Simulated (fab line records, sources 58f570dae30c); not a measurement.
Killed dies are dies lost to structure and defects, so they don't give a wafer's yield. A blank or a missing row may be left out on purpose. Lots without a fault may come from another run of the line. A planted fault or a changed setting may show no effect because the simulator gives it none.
Split-lot experiment | flow berkeley_cmos170 | 5 lots, 23 wafers read, on a route of 331 steps

THE SPLIT
At UCB170_M2_COAT_10 (resist thk 900 nm), the setting resist_thk_nm was moved away from the recipe's 900 nm on 8 of the 23 wafers read, by +1.8% to +4.5%. The other wafers ran this setting at the recipe's value.

FROM THE SPLIT TO THE READING: what the file shows between them, 4 steps
- UCB170_M2_SOFTBAKE_11: time 60 s
- UCB170_M2_EXPOSE_12: exposes mask METAL2, target cd 700 nm
- UCB170_M2_ETCH_17: etches BARC in N2/H2
- UCB170_M2_METAL_ETCH_18: etches Al in Cl2/BCl3, stops on SiO2, target depth 1170 nm, time 195 s

THE READING
oes_product_au, in a.u., at UCB170_M2_STRIP_19 (strips in O2). Fault-free wafers of this fab line usually give 0.549 a.u., standard deviation 0.011 a.u..

wafer  | tool, chamber at the split | resist_thk_nm as run, nm | against the recipe | oes_product_au, a.u. | against lot-mates on the recipe
L074.1 | litho_track-04, 0          | 900                      | recipe             | 0.548                | -
L074.2 | litho_track-04, 0          | 900                      | recipe             | 0.556                | -
L074.3 | litho_track-04, 0          | 934.4                    | +3.8%              | 0.583                | +0.037
L074.5 | litho_track-04, 0          | 934.4                    | +3.8%              | 0.587                | +0.041
L074.6 | litho_track-04, 0          | 900                      | recipe             | 0.535                | -
L077.1 | litho_track-03, 0          | 900                      | recipe             | 0.536                | -
L077.2 | litho_track-03, 0          | 900                      | recipe             | 0.534                | -
L077.3 | litho_track-03, 0          | 940.5                    | +4.5%              | 0.570                | +0.035
L077.4 | litho_track-03, 0          | 940.5                    | +4.5%              | 0.569                | +0.034
L077.5 | litho_track-03, 0          | 940.5                    | +4.5%              | 0.577                | +0.042
L079.1 | litho_track-03, 0          | 900                      | recipe             | 0.572                | -
L079.3 | litho_track-03, 0          | 900                      | recipe             | 0.573                | -
L079.6 | litho_track-03, 0          | 900                      | recipe             | 0.566                | -
L082.1 | litho_track-03, 0          | 900                      | recipe             | 0.539                | -
L082.2 | litho_track-03, 0          | 900                      | recipe             | 0.541                | -
L082.3 | litho_track-03, 0          | 900                      | recipe             | 0.529                | -
L082.4 | litho_track-03, 0          | 900                      | recipe             | 0.535                | -
L082.5 | litho_track-03, 0          | 900                      | recipe             | 0.548                | -
L085.1 | litho_track-03, 0          | 916.6                    | +1.8%              | 0.575                | +0.022
L085.2 | litho_track-03, 0          | 916.6                    | +1.8%              | 0.577                | +0.024
L085.3 | litho_track-03, 0          | 900                      | recipe             | 0.552                | -
L085.4 | litho_track-03, 0          | 916.6                    | +1.8%              | 0.571                | +0.018
L085.5 | litho_track-03, 0          | 900                      | recipe             | 0.553                | -

THE FIT
A straight line over all 23 wafers: oes_product_au changes by +0.00715 a.u. for each +1% of resist_thk_nm; r = +0.70; the points scatter about the line by 0.013 a.u..
The same after taking each lot's own level away (the mean of its wafers on the recipe; 23 wafers): +0.00898 a.u. for each +1%; r = +0.95; scatter 0.0056 a.u..
On that fit, the largest move of resist_thk_nm shifts the reading by 0.04 a.u..
The lots' own levels span 0.5350 to 0.5703 a.u., that is 3.2 times the standard deviation above.
So the lot-to-lot level blurs the effect unless lot-mates are compared.
Check: with one of the wafers moved furthest among these (+4.5%) left out of the fit, the line predicts +0.0426 a.u. for it against its lot-mates. It came out at +0.035 a.u. against them.

OTHER SPLITS ON THESE WAFERS
These wafers also went through other splits before the reading. Each is held against what the fit with the lots' levels taken away leaves over:
other split on the same wafers | wafers away from the commonest value | r with oes_product_au (lot level and that fit taken away)
UCB170_M1_EXPOSE_06 dose_mj    | 7                                    | +0.00
UCB170_M2_SPUTTER_01 time_s    | 8                                    | +0.05

THE WHOLE CHAIN: every reading that the file lists as answering this split, in the file's order
step                    | what it does                                                           | reading                                                                   | change (the file's fit)                   | r (the file's)
UCB170_M2_COAT_10       | resist thk 900 nm                                                      | KrF_of_M2_COAT_10.thk_nm (the simulator's own value, which no gauge read) | +9.11 nm for each +1% of the setting      | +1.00
UCB170_M2_METAL_ETCH_18 | etches Al in Cl2/BCl3, stops on SiO2, target depth 1170 nm, time 195 s | KrF_of_M2_COAT_10.thk_nm (the simulator's own value, which no gauge read) | +9.62 nm for each +1% of the setting      | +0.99
UCB170_M2_STRIP_19      | strips in O2                                                           | oes_product_au                                                            | +0.00924 a.u. for each +1% of the setting | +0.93

THE FILE'S OWN FIT
oes_product_au changes by +0.00924 a.u. for each +1% of resist_thk_nm, r = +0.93.
